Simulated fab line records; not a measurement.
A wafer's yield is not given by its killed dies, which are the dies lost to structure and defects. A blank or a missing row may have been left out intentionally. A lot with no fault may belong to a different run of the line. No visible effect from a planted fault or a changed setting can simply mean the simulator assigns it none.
What tool caused it? || flow berkeley_cmos170 || 18 wafers sampled from 6 lots at 1 step of a route of 331

## WHAT THE GAUGES SHOWED, per wafer
UCB170_M1_OVL_MEAS_10.
{"lot": "L423", "measured": "day 7 16:31", "on": "overlay-01", "M1_OVL (nm)": "6 11 12"}
{"lot": "L426", "measured": "day 7 21:14", "on": "overlay-02", "M1_OVL (nm)": "12 3 4"}
{"lot": "L428", "measured": "day 7 22:37", "on": "overlay-01", "M1_OVL (nm)": "2 5 2"}
{"lot": "L432", "measured": "day 8 22:07", "on": "overlay-02", "M1_OVL (nm)": "1 -1 2"}
{"lot": "L441", "measured": "day 11 00:08", "on": "overlay-01", "M1_OVL (nm)": "11 11 13"}
{"lot": "L443", "measured": "day 11 23:07", "on": "overlay-02", "M1_OVL (nm)": "8 10 9"}

## WHICH TOOL RAN EACH LOT (tool, then ch and the chambers of the sampled wafers, then the start)
There is no process step in the record ahead of these readings.

## THE ANSWER, worked out from the rows above alone
Rule: what is usual is taken from the lots themselves. Put in order of their means at a reading, lots are off if they are a third of the lots or fewer, leave a main group of 4 or more, and stand apart from it by a gap of 3 or more times the standard deviation of the main group's means; of several such gaps the widest counts. A main group whose means are all the same, to the digits that the tables above print for the reading, isn't used. Also off: a lot with no number at a reading for which 4 or more lots have one. The other lots that the step has rows for count as sound.
Across all readings shown, no lot is off: no conclusion can be drawn from this.

## WHAT THE SIMULATOR HAD PUT IN
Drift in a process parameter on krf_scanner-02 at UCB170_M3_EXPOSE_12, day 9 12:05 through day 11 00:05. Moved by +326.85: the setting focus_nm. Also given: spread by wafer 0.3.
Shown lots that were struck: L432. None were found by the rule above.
